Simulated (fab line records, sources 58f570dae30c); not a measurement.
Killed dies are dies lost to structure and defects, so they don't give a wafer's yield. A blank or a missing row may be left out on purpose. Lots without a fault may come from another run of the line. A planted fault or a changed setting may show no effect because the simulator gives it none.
Which tool did it? | flow berkeley_cmos170 | 14 lots, 42 wafers sampled, at 3 steps of a route of 331

WHAT THE GAUGES READ, wafer by wafer
UCB170_GATE_OVL_MEAS_13. Usual: GATE_OVL 0 nm, standard deviation 5.5.
lot  | measured     | on         | GATE_OVL (nm) | flag
L507 | day 6 14:19  | overlay-01 | 3 2 0         |
L508 | day 6 19:55  | overlay-01 | -15 -5 -14    |
L509 | day 6 20:07  | overlay-02 | 6 -4 1        |
L506 | day 6 20:13  | overlay-01 | 2 3 6         |
L511 | day 7 05:55  | overlay-02 | 7 11 4        |
L510 | day 7 11:46  | overlay-01 | -3 3 5        |
L514 | day 7 17:14  | overlay-01 | -11 -3 -2     |
L513 | day 7 17:21  | overlay-02 | 1 -3 2        |
L518 | day 9 03:11  | overlay-02 | 0 6 5         |
L519 | day 9 03:25  | overlay-01 | -7 -9 -9      |
L520 | day 9 03:40  | overlay-02 | 2 3 5         |
L517 | day 9 03:54  | overlay-01 | -7 -2 -1      |
L521 | day 9 15:31  | overlay-02 | -2 -5 1       |
L528 | day 10 12:49 | overlay-02 | -13 -7 -11    |

UCB170_V2_CD_MEAS_12: target cd 700 nm. Usual: cd_nm 700.0 nm, standard deviation 1.7.
lot  | measured     | on        | cd_nm (nm)        | flag
L507 | day 8 04:29  | cd_sem-01 | 697.6 698.8 697.1 |
L508 | day 8 05:06  | cd_sem-02 | 703.4 701.8 701.4 |
L509 | day 8 04:59  | cd_sem-01 | 696.9 698.2 697.0 |
L506 | day 8 21:13  | cd_sem-01 | 697.5 698.4 699.0 |
L511 | day 9 01:29  | cd_sem-01 | 700.7 701.9 701.5 |
L510 | day 9 09:25  | cd_sem-01 | 702.3 701.1 700.2 |
L514 | day 9 11:03  | cd_sem-02 | 699.0 698.2 699.2 |
L513 | day 9 11:31  | cd_sem-02 | 697.2 698.6 698.1 |
L518 | day 10 19:21 | cd_sem-02 | 700.0 701.3 699.5 |
L519 | day 10 18:58 | cd_sem-02 | 696.2 699.1 699.4 |
L520 | day 10 17:07 | cd_sem-02 | 700.0 699.7 699.1 |
L517 | day 10 15:32 | cd_sem-02 | 701.6 702.6 701.4 |
L521 | day 11 01:25 | cd_sem-02 | 700.5 700.9 701.1 |
L528 | day 12 00:15 | cd_sem-02 | 703.6 702.4 702.9 |

WHICH TOOL RAN EACH LOT (tool, then ch and the chambers of the sampled wafers, then the start)
lot  | UCB170_M1_METAL_ETCH_12
L507 | rie_metal-04 ch 1, day 7 12:16
L508 | rie_metal-01 ch 1, day 7 16:17
L509 | rie_metal-03 ch 0,1, day 7 16:34
L506 | rie_metal-04 ch 0, day 7 22:29
L511 | rie_metal-03 ch 0,1, day 8 07:37
L510 | rie_metal-04 ch 0,1, day 8 18:23
L514 | rie_metal-04 ch 0,1, day 8 21:30
L513 | rie_metal-03 ch 0, day 8 21:05
L518 | rie_metal-03 ch 0,1, day 10 06:09
L519 | rie_metal-04 ch 0,1, day 10 05:11
L520 | rie_metal-01 ch 0,1, day 10 05:50
L517 | rie_metal-03 ch 0,1, day 10 04:56
L521 | rie_metal-04 ch 0,1, day 10 10:37
L528 | rie_metal-01 ch 0,1, day 11 11:47
- UCB170_M1_METAL_ETCH_12: etches Al in Cl2/BCl3, stops on PSG, target depth 780 nm, time 130 s.

WHAT THE TOOLS THEMSELVES READ (means of the sampled wafers that have a number; where no wafer has one, the mark that the record gives instead)
UCB170_M1_METAL_ETCH_12. Usual: drypump_motor_current_A 6.0 A, standard deviation 0.48; oes_product_au 0.855 a.u., standard deviation 0.019; throttle_valve_pct 24.32 %, standard deviation 0.18.
lot  | tool         | drypump_motor_current_A (A) | oes_product_au (a.u.) | throttle_valve_pct (%) | flag
L507 | rie_metal-04 | 6.6                         | 0.836                 | 24.14                  |
L508 | rie_metal-01 | 6.0                         | 0.854                 | 24.19                  |
L509 | rie_metal-03 | 6.2                         | 0.844                 | 24.44                  |
L506 | rie_metal-04 | 5.9                         | 0.875                 | 24.30                  |
L511 | rie_metal-03 | 6.1                         | 0.842                 | 24.44                  |
L510 | rie_metal-04 | 6.1                         | 0.861                 | 24.23                  |
L514 | rie_metal-04 | 6.3                         | 0.866                 | 24.16                  |
L513 | rie_metal-03 | 5.3                         | 0.820                 | 24.58                  |
L518 | rie_metal-03 | 6.2                         | 0.839                 | 24.44                  |
L519 | rie_metal-04 | 6.4                         | 0.806                 | 24.18                  |
L520 | rie_metal-01 | 5.6                         | 0.873                 | 24.45                  |
L517 | rie_metal-03 | 6.2                         | 0.852                 | 24.43                  |
L521 | rie_metal-04 | 6.1                         | 0.844                 | 24.24                  |
L528 | rie_metal-01 | 5.6                         | 0.867                 | 24.44                  |

THE ANSWER, worked out from the rows above alone
Rule: a lot is off if the mean of its wafers that have a number lies more than 3 standard deviations from the usual mean. A lot without any number at a reading at which 4 lots or more have one is off too. The other lots that the step has rows for count as sound. The gauges are gone through in route order, then the tools' own readings, and for those a lot's mean is taken as printed above. The first step at which some lot is off is used, and at that step the reading that is off furthest; a lot without a number counts as furthest.
No lot is off at any reading shown: from this, nothing can be told.

WHAT THE SIMULATOR HAD PUT IN
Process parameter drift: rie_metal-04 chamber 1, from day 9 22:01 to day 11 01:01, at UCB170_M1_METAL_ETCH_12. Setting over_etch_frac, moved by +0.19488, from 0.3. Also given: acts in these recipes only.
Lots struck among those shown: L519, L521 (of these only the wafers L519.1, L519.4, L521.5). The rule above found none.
